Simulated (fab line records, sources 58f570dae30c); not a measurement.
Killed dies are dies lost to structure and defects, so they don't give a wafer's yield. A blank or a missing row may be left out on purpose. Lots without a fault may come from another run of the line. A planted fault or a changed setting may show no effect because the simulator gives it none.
Which tool did it? | flow berkeley_cmos170 | 14 lots, 42 wafers sampled, at 6 steps of a route of 331

WHAT THE GAUGES READ, wafer by wafer
UCB170_V2_THK_MEAS_04.
lot  | measured     | on            | V2_POLISHED_THK (nm)
L704 | day 8 12:23  | film_metro-02 | 1001.4 1000.4 999.9
L705 | day 8 18:52  | film_metro-02 | 1002.2 999.8 1000.9
L706 | day 8 19:10  | film_metro-01 | 998.1 997.3 997.5
L708 | day 9 18:28  | film_metro-04 | 1001.5 999.4 1000.7
L709 | day 9 21:37  | film_metro-04 | 999.9 1001.1 999.5
L712 | day 10 05:33 | film_metro-02 | 1001.9 1002.1 1001.7
L716 | day 11 08:57 | film_metro-02 | 998.0 999.0 999.5
L718 | day 11 11:58 | film_metro-01 | 996.9 997.8 998.2
L717 | day 11 14:50 | film_metro-02 | 998.8 998.9 999.9
L722 | day 12 08:05 | film_metro-02 | 1000.5 1001.6 1002.2
L723 | day 12 17:22 | film_metro-02 | 998.3 1001.3 999.2
L721 | day 12 20:36 | film_metro-02 | 999.7 998.7 998.3
L724 | day 12 20:49 | film_metro-02 | 1002.2 1001.3 1001.6
L725 | day 13 23:23 | film_metro-02 | 998.9 1000.7 1000.6

UCB170_V2_CD_MEAS_12: target cd 700 nm.
lot  | measured     | on        | cd_nm (nm)
L704 | day 8 13:41  | cd_sem-01 | 699.6 700.1 700.0
L705 | day 8 20:14  | cd_sem-02 | 703.7 703.0 702.6
L706 | day 8 20:50  | cd_sem-02 | 699.8 697.4 698.7
L708 | day 9 20:24  | cd_sem-02 | 699.3 700.9 700.2
L709 | day 9 22:57  | cd_sem-02 | 697.7 699.3 699.1
L712 | day 10 06:46 | cd_sem-02 | 700.5 701.7 701.5
L716 | day 11 10:23 | cd_sem-01 | 697.5 698.4 698.4
L718 | day 11 14:20 | cd_sem-02 | 698.8 699.0 701.0
L717 | day 11 16:03 | cd_sem-02 | 699.4 700.6 700.8
L722 | day 12 09:47 | cd_sem-02 | 700.5 700.4 700.8
L723 | day 12 18:46 | cd_sem-02 | 698.0 696.4 698.2
L721 | day 12 22:17 | cd_sem-01 | 699.4 700.2 701.8
L724 | day 12 22:24 | cd_sem-02 | 701.5 702.1 702.4
L725 | day 14 00:37 | cd_sem-02 | 699.3 700.2 700.2

UCB170_M3_RS_MEAS_02: measures by four-point-probe.
lot  | measured     | on            | M3_AL_RS (ohm/sq)
L704 | day 8 14:24  | film_metro-03 | 0.0323 0.0320 0.0318
L705 | day 8 20:56  | film_metro-01 | 0.0319 0.0315 0.0317
L706 | day 8 21:33  | film_metro-02 | 0.0323 0.0316 0.0319
L708 | day 9 21:07  | film_metro-01 | 0.0322 0.0325 0.0322
L709 | day 9 23:44  | film_metro-01 | 0.0318 0.0320 0.0317
L712 | day 10 07:28 | film_metro-02 | 0.0322 0.0323 0.0323
L716 | day 11 11:10 | film_metro-01 | 0.0323 0.0325 0.0325
L718 | day 11 15:02 | film_metro-03 | 0.0301 0.0299 0.0298
L717 | day 11 16:46 | film_metro-03 | 0.0301 0.0302 0.0301
L722 | day 12 10:29 | film_metro-03 | 0.0318 0.0319 0.0321
L723 | day 12 19:28 | film_metro-03 | 0.0319 0.0321 0.0319
L721 | day 12 22:59 | film_metro-02 | 0.0320 0.0323 0.0321
L724 | day 12 23:07 | film_metro-01 | 0.0328 0.0328 0.0327
L725 | day 14 01:19 | film_metro-02 | 0.0322 0.0327 0.0328

UCB170_M3_THK_MEAS_03: measures by xrf.
lot  | measured     | on            | M3_AL_THK (nm)
L704 | day 8 14:31  | film_metro-03 | 905 917 921
L705 | day 8 21:04  | film_metro-01 | 923 934 931
L706 | day 8 21:40  | film_metro-02 | 905 925 914
L708 | day 9 21:13  | film_metro-01 | 907 896 906
L709 | day 9 23:51  | film_metro-01 | 917 912 919
L712 | day 10 07:35 | film_metro-02 | 907 902 906
L716 | day 11 11:17 | film_metro-01 | 912 907 908
L718 | day 11 15:09 | film_metro-03 | 961 978 977
L717 | day 11 16:52 | film_metro-03 | 972 965 965
L722 | day 12 10:36 | film_metro-03 | 920 914 913
L723 | day 12 19:35 | film_metro-03 | 921 911 914
L721 | day 12 23:07 | film_metro-02 | 911 899 907
L724 | day 12 23:13 | film_metro-01 | 898 898 900
L725 | day 14 01:26 | film_metro-02 | 893 889 882

UCB170_M3_OVL_MEAS_16.
lot  | measured     | on         | M3_OVL (nm)
L704 | day 8 16:16  | overlay-02 | 5 4 4
L705 | day 8 23:23  | overlay-01 | 3 -4 1
L706 | day 8 23:50  | overlay-02 | 1 -2 8
L708 | day 9 23:08  | overlay-01 | 13 3 6
L709 | day 10 01:47 | overlay-01 | -4 1 -2
L712 | day 10 09:22 | overlay-01 | 3 2 2
L716 | day 11 14:34 | overlay-02 | 6 4 4
L718 | day 11 17:05 | overlay-01 | 12 6 4
L717 | day 11 18:58 | overlay-02 | 7 5 2
L722 | day 12 13:02 | overlay-02 | -7 -2 -10
L723 | day 12 21:25 | overlay-01 | -14 -3 -9
L721 | day 13 01:27 | overlay-02 | -7 4 1
L724 | day 13 01:37 | overlay-01 | 3 -11 2
L725 | day 14 04:41 | overlay-01 | 7 5 -2

WHICH TOOL RAN EACH LOT (tool, then ch and the chambers of the sampled wafers, then the start)
lot  | UCB170_M3_SPUTTER_01
L704 | pvd_sputter-04, day 8 14:19
L705 | pvd_sputter-03, day 8 20:52
L706 | pvd_sputter-02, day 8 21:26
L708 | pvd_sputter-03, day 9 20:59
L709 | pvd_sputter-02, day 9 23:35
L712 | pvd_sputter-04, day 10 07:22
L716 | pvd_sputter-04, day 11 11:04
L718 | pvd_sputter-02, day 11 14:57
L717 | pvd_sputter-02, day 11 16:38
L722 | pvd_sputter-03, day 12 10:23
L723 | pvd_sputter-04, day 12 19:23
L721 | pvd_sputter-04, day 12 22:55
L724 | pvd_sputter-03, day 12 22:59
L725 | pvd_sputter-03, day 14 01:14
- UCB170_M3_SPUTTER_01: material Al, target thk 900 nm, time 120 s.

WHAT THE TOOLS THEMSELVES READ (means of the sampled wafers that have a number; where no wafer has one, the mark that the record gives instead)
UCB170_M3_SPUTTER_01.
lot  | tool           | throttle_valve_pct (%)
L704 | pvd_sputter-04 | 29.9
L705 | pvd_sputter-03 | 29.1
L706 | pvd_sputter-02 | 30.6
L708 | pvd_sputter-03 | 29.8
L709 | pvd_sputter-02 | 30.0
L712 | pvd_sputter-04 | 29.4
L716 | pvd_sputter-04 | 29.2
L718 | pvd_sputter-02 | 30.9
L717 | pvd_sputter-02 | 31.0
L722 | pvd_sputter-03 | 30.0
L723 | pvd_sputter-04 | 30.9
L721 | pvd_sputter-04 | 30.5
L724 | pvd_sputter-03 | 29.6
L725 | pvd_sputter-03 | 30.0

THE ANSWER, worked out from the rows above alone
Rule: what is usual is taken from the lots themselves. Put in order of their means at a reading, lots are off if they are a third of the lots or fewer, leave a main group of 4 or more, and stand apart from it by a gap of 3 or more times the standard deviation of the main group's means; of several such gaps the widest counts. A main group whose means are all the same, to the digits that the tables above print for the reading, isn't used. A lot without any number at a reading at which 4 lots or more have one is off too. The other lots that the step has rows for count as sound. The gauges are gone through in route order, then the tools' own readings, and for those a lot's mean is taken as printed above. The first step at which some lot is off is used, and at that step the reading that is off furthest; a lot without a number counts as furthest.
Off: L718, L717, at UCB170_M3_RS_MEAS_02 (M3_AL_RS). The main group: mean 0.0322 ohm/sq, standard deviation 0.0003.
A tool fits if, at a process step before that reading, it ran every lot that is off, and no sound lot after the first of them. The gauges at UCB170_M3_RS_MEAS_02 are tried like those tools. One fits: pvd_sputter-02 at UCB170_M3_SPUTTER_01. Its last sound lot is L709 (day 9 23:35), its first lot that is off L718 (day 11 14:57): a fault that began between those two fits.

WHAT THE SIMULATOR HAD PUT IN
Process parameter drift: pvd_sputter-02, from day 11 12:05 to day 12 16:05, at UCB170_M3_SPUTTER_01. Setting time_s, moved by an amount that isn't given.
Lots struck among those shown: L718, L717. The rule above found the same.
